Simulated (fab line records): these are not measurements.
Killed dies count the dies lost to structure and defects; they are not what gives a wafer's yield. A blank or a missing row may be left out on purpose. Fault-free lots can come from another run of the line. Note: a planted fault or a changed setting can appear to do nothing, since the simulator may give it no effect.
fab line records / flow berkeleyCmos170
[record] lots = 6 wafers = 18 lastDay = 13
route steps=331 shown PWELL@52 WELLDRIVE@55 ACTIVE@60
lots untouched by any fault: they come from a run of this same line in which no faults occurred
startH: start of the lot's first displayed wafer, in hours after the record's first day / waitH: how many hours have passed since the lot's step before this one / " identical to the entry in the row above / L1.1+2: a single row standing in for several wafers / - either no value or no given start / * or withheld: withheld / < > ~ a bound
route shown NAME@n: a module of which the file shows steps, and the number in the route of the first / usual: the fault-free wafers' mean and standard deviation / same: alike in all rows / chamber/n: place in a boat / sites: per-site readings / _std_site: the values' standard deviation / _edge_site: mean of outer sites minus mean of inner sites / radiusMm: how far each site lies from the wafer's centre / mask NAME#n: copy n / behind: tool/chamber where the wafer was last shaped / hold: what put the lot on hold/how long, in hours/how the hold closed / device: names the non-switching transistor (n, p or np) / end of line: the route-end tests of the same wafers / for a step that has no rows: nothing shown but its recipe / killed: not the wafer's yield, but the dies lost to structure and defects at the first sort / map: per-die view of a wafer (x killed, . not killed, _ where there is no die)
set.NAME: the setting that was run; set.NAME@STEP: the one run at that earlier step / model.NAME: the simulator's own value behind a step, which no gauge read
lots at selected steps of the route; one table per step, one row per wafer
services: when a tool's chamber went out of use (startH, in hours from the record's first day, below 0 if earlier), for how many hours, and the reason
[[steps]]
[step UCB170_PWELL_CLEAN_18]
[recipe] chemistry = SPM tempC = 120 timeS = 600
[step UCB170_PWELL_WET_ETCH_19]
[recipe] chemistry = H3PO4 target = Si3N4 tempC = 160 timeS = 14400
[step UCB170_PWELL_WET_ETCH_20]
[recipe] chemistry = BOE dilution = 5:1 target = SiO2 tempC = 25 timeS = 22
[step UCB170_WELLDRIVE_CLEAN_00]
[recipe] chemistry = SPM tempC = 120 timeS = 600
[step UCB170_WELLDRIVE_OXIDATION_01]
[recipe] tempC = 1100 ambient = O2 targetThkA = 1990 oxTimeS = 9000
[step UCB170_WELLDRIVE_THK_MEAS_02]
[recipe] reads = SiO2_of_WELLDRIVE_OXIDATION_01
[usual] WELLDRIVE_OXIDE_THK = 198/3.6
lot.wafer=L140.3 tool=filmMetro-01 chamber=- startH=101.31 waitH=0.0 WELLDRIVE_OXIDE_THK[nm]=199
lot.wafer=L140.4 tool=filmMetro-01 chamber=- startH=101.31 waitH=0.0 WELLDRIVE_OXIDE_THK[nm]=201
lot.wafer=L140.5 tool=filmMetro-01 chamber=- startH=101.31 waitH=0.0 WELLDRIVE_OXIDE_THK[nm]=200
lot.wafer=L142.1 tool=filmMetro-02 chamber=- startH=108.72 waitH=0.0 WELLDRIVE_OXIDE_THK[nm]=192
lot.wafer=L142.2 tool=filmMetro-02 chamber=- startH=108.72 waitH=0.0 WELLDRIVE_OXIDE_THK[nm]=194
lot.wafer=L142.6 tool=filmMetro-02 chamber=- startH=108.72 waitH=0.0 WELLDRIVE_OXIDE_THK[nm]=193
lot.wafer=L149.2 tool=filmMetro-04 chamber=- startH=143.48 waitH=0.0 WELLDRIVE_OXIDE_THK[nm]=199
lot.wafer=L149.3 tool=filmMetro-04 chamber=- startH=143.48 waitH=0.0 WELLDRIVE_OXIDE_THK[nm]=195
lot.wafer=L149.4 tool=filmMetro-04 chamber=- startH=143.48 waitH=0.0 WELLDRIVE_OXIDE_THK[nm]=196
lot.wafer=L150.1 tool=filmMetro-04 chamber=- startH=155.03 waitH=0.0 WELLDRIVE_OXIDE_THK[nm]=194
lot.wafer=L150.4 tool=filmMetro-04 chamber=- startH=155.03 waitH=0.0 WELLDRIVE_OXIDE_THK[nm]=198
lot.wafer=L150.5 tool=filmMetro-04 chamber=- startH=155.03 waitH=0.0 WELLDRIVE_OXIDE_THK[nm]=197
lot.wafer=L154.2 tool=filmMetro-01 chamber=- startH=166.40 waitH=0.0 WELLDRIVE_OXIDE_THK[nm]=190
lot.wafer=L154.4 tool=filmMetro-01 chamber=- startH=166.40 waitH=0.0 WELLDRIVE_OXIDE_THK[nm]=195
lot.wafer=L154.5 tool=filmMetro-01 chamber=- startH=166.40 waitH=0.0 WELLDRIVE_OXIDE_THK[nm]=194
lot.wafer=L157.2 tool=filmMetro-02 chamber=- startH=182.58 waitH=0.0 WELLDRIVE_OXIDE_THK[nm]=202
lot.wafer=L157.4 tool=filmMetro-02 chamber=- startH=182.58 waitH=0.0 WELLDRIVE_OXIDE_THK[nm]=198
lot.wafer=L157.5 tool=filmMetro-02 chamber=- startH=182.58 waitH=0.0 WELLDRIVE_OXIDE_THK[nm]=200
[step UCB170_WELLDRIVE_ANNEAL_03]
[recipe] tempC = 1100 timeS = 900 ambient = N2
[step UCB170_WELLDRIVE_WET_ETCH_04]
[recipe] chemistry = BOE dilution = 5:1 target = SiO2 tempC = 25 timeS = 120
[step UCB170_ACTIVE_CLEAN_00]
[recipe] chemistry = SPM tempC = 120 timeS = 600
[step UCB170_ACTIVE_CLEAN_01]
[recipe] chemistry = dHF dilution = 25:1 timeS = 60
[step UCB170_ACTIVE_OXIDATION_02]
[recipe] tempC = 1000 ambient = O2 targetThkA = 264 oxTimeS = 1260
[step UCB170_ACTIVE_THK_MEAS_03]
[recipe] reads = SiO2_of_ACTIVE_OXIDATION_02
[usual] ACTIVE_OXIDE_THK = 26.3/0.62
lot.wafer=L140.3 tool=filmMetro-01 chamber=- startH=109.95 waitH=0.0 ACTIVE_OXIDE_THK[nm]=26.5
lot.wafer=L140.4 tool=filmMetro-01 chamber=- startH=109.95 waitH=0.0 ACTIVE_OXIDE_THK[nm]=27.0
lot.wafer=L140.5 tool=filmMetro-01 chamber=- startH=109.95 waitH=0.0 ACTIVE_OXIDE_THK[nm]=26.5
lot.wafer=L142.1 tool=filmMetro-02 chamber=- startH=120.58 waitH=0.0 ACTIVE_OXIDE_THK[nm]=26.1
lot.wafer=L142.2 tool=filmMetro-02 chamber=- startH=120.58 waitH=0.0 ACTIVE_OXIDE_THK[nm]=25.5
lot.wafer=L142.6 tool=filmMetro-02 chamber=- startH=120.58 waitH=0.0 ACTIVE_OXIDE_THK[nm]=25.4
lot.wafer=L149.2 tool=filmMetro-02 chamber=- startH=151.54 waitH=0.0 ACTIVE_OXIDE_THK[nm]=25.8
lot.wafer=L149.3 tool=filmMetro-02 chamber=- startH=151.54 waitH=0.0 ACTIVE_OXIDE_THK[nm]=25.5
lot.wafer=L149.4 tool=filmMetro-02 chamber=- startH=151.54 waitH=0.0 ACTIVE_OXIDE_THK[nm]=25.6
lot.wafer=L150.1 tool=filmMetro-02 chamber=- startH=165.83 waitH=0.0 ACTIVE_OXIDE_THK[nm]=26.6
lot.wafer=L150.4 tool=filmMetro-02 chamber=- startH=165.83 waitH=0.0 ACTIVE_OXIDE_THK[nm]=27.3
lot.wafer=L150.5 tool=filmMetro-02 chamber=- startH=165.83 waitH=0.0 ACTIVE_OXIDE_THK[nm]=26.8
lot.wafer=L154.2 tool=filmMetro-01 chamber=- startH=183.93 waitH=0.0 ACTIVE_OXIDE_THK[nm]=25.6
lot.wafer=L154.4 tool=filmMetro-01 chamber=- startH=183.93 waitH=0.0 ACTIVE_OXIDE_THK[nm]=26.0
lot.wafer=L154.5 tool=filmMetro-01 chamber=- startH=183.93 waitH=0.0 ACTIVE_OXIDE_THK[nm]=25.5
lot.wafer=L157.2 tool=filmMetro-01 chamber=- startH=200.01 waitH=0.0 ACTIVE_OXIDE_THK[nm]=25.8
lot.wafer=L157.4 tool=filmMetro-01 chamber=- startH=200.01 waitH=0.0 ACTIVE_OXIDE_THK[nm]=26.0
lot.wafer=L157.5 tool=filmMetro-01 chamber=- startH=200.01 waitH=0.0 ACTIVE_OXIDE_THK[nm]=25.9
[step UCB170_ACTIVE_ANNEAL_04]
[recipe] tempC = 1000 timeS = 900 ambient = N2
[usual] spikeTcCentreC = 1002.9/1.8 spikeTcLoadC = 1026.4/2 zonePowerSourcePct = 32/4.7
lot.wafer=L140.3 tool=furnace-04 chamber=0 startH=115.22 waitH=5.3 spikeTcCentreC=1002.8 spikeTcLoadC=1026.2 zonePowerSourcePct=39
lot.wafer=L140.4 tool=furnace-04 chamber=0 startH=115.22 waitH=5.3 spikeTcCentreC=1004.8 spikeTcLoadC=1023.7 zonePowerSourcePct=39
lot.wafer=L140.5 tool=furnace-04 chamber=0 startH=115.22 waitH=5.3 spikeTcCentreC=1003.9 spikeTcLoadC=1025.2 zonePowerSourcePct=39
lot.wafer=L142.1 tool=furnace-02 chamber=0 startH=124.42 waitH=3.8 spikeTcCentreC=1002.1 spikeTcLoadC=1025.0 zonePowerSourcePct=27
lot.wafer=L142.2 tool=furnace-02 chamber=0 startH=124.42 waitH=3.8 spikeTcCentreC=1001.3 spikeTcLoadC=1025.3 zonePowerSourcePct=27
lot.wafer=L142.6 tool=furnace-02 chamber=0 startH=124.42 waitH=3.8 spikeTcCentreC=1002.9 spikeTcLoadC=1024.3 zonePowerSourcePct=27
lot.wafer=L149.2 tool=furnace-02 chamber=- startH=154.62 waitH=3.1 spikeTcCentreC=- spikeTcLoadC=- zonePowerSourcePct=-
lot.wafer=L149.3 tool=furnace-02 chamber=- startH=154.62 waitH=3.1 spikeTcCentreC=- spikeTcLoadC=- zonePowerSourcePct=-
lot.wafer=L149.4 tool=furnace-02 chamber=- startH=154.62 waitH=3.1 spikeTcCentreC=- spikeTcLoadC=- zonePowerSourcePct=-
lot.wafer=L150.1 tool=furnace-02 chamber=- startH=173.89 waitH=8.0 spikeTcCentreC=- spikeTcLoadC=- zonePowerSourcePct=-
lot.wafer=L150.4 tool=furnace-02 chamber=- startH=173.89 waitH=8.0 spikeTcCentreC=- spikeTcLoadC=- zonePowerSourcePct=-
lot.wafer=L150.5 tool=furnace-02 chamber=- startH=173.89 waitH=8.0 spikeTcCentreC=- spikeTcLoadC=- zonePowerSourcePct=-
lot.wafer=L154.2 tool=furnace-01 chamber=0 startH=191.90 waitH=8.0 spikeTcCentreC=1003.0 spikeTcLoadC=1027.0 zonePowerSourcePct=35
lot.wafer=L154.4 tool=furnace-01 chamber=0 startH=191.90 waitH=8.0 spikeTcCentreC=1004.1 spikeTcLoadC=1030.5 zonePowerSourcePct=35
lot.wafer=L154.5 tool=furnace-01 chamber=0 startH=191.90 waitH=8.0 spikeTcCentreC=1005.7 spikeTcLoadC=1029.3 zonePowerSourcePct=35
lot.wafer=L157.2 tool=furnace-02 chamber=0 startH=204.29 waitH=4.3 spikeTcCentreC=1000.3 spikeTcLoadC=1024.3 zonePowerSourcePct=27
lot.wafer=L157.4 tool=furnace-02 chamber=0 startH=204.29 waitH=4.3 spikeTcCentreC=1000.9 spikeTcLoadC=1024.1 zonePowerSourcePct=28
lot.wafer=L157.5 tool=furnace-02 chamber=0 startH=204.29 waitH=4.3 spikeTcCentreC=1000.8 spikeTcLoadC=1027.2 zonePowerSourcePct=28
[step UCB170_ACTIVE_CVD_05]
[recipe] material = Si3N4 targetThkNm = 220 tempC = 800 precursor = SiH2Cl2/NH3 timeS = 3300 pressureMtorr = 200 sih2cl2FlowSccm = 25 nh3FlowSccm = 75
[[services]]
tool=furnace-02 chamber=- startH=98.76 hours=4.2 kind=pm
tool=furnace-01 chamber=- startH=111.26 hours=3.6 kind=pm
tool=furnace-04 chamber=- startH=162.63 hours=33.1 kind=pm
[[key]]
[firstSign] step = UCB170_ACTIVE_ANNEAL_04 reading = toolRecord direction = missing
effect none on later readings
metAt UCB170_ACTIVE_ANNEAL_04
struckWafers L149.2,L149.3,L149.4,L150.1,L150.4,L150.5
laterRowsLeftOut L149.2,L149.3,L149.4,L150.1,L150.4,L150.5
sortLeftOut L149.2,L149.3,L149.4,L150.1,L150.4,L150.5
testerLeftOut L149,L150
onsetBetween 124.42 154.62
[fault] kind = skippedStepWhole tool = furnace-02 chamber = - onsetH = 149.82 steps = UCB170_ACTIVE_ANNEAL_04 scope = struckLotsOnly
// testerLeftOut: of these lots the tester's yield and bins aren't shown, on N5 and GAA mostly nor the transistor test; their killed dies are dies lost to structure and defects alone, not to doping, threshold or leakage, so they don't give the yield
// sortLeftOut: the simulated sort isn't trusted on such a fault, so these wafers' sort isn't shown, and their yield isn't known
// laterRowsLeftOut: the simulator's readings of these wafers behind a module that went badly wrong aren't trusted and aren't shown, but for the sort
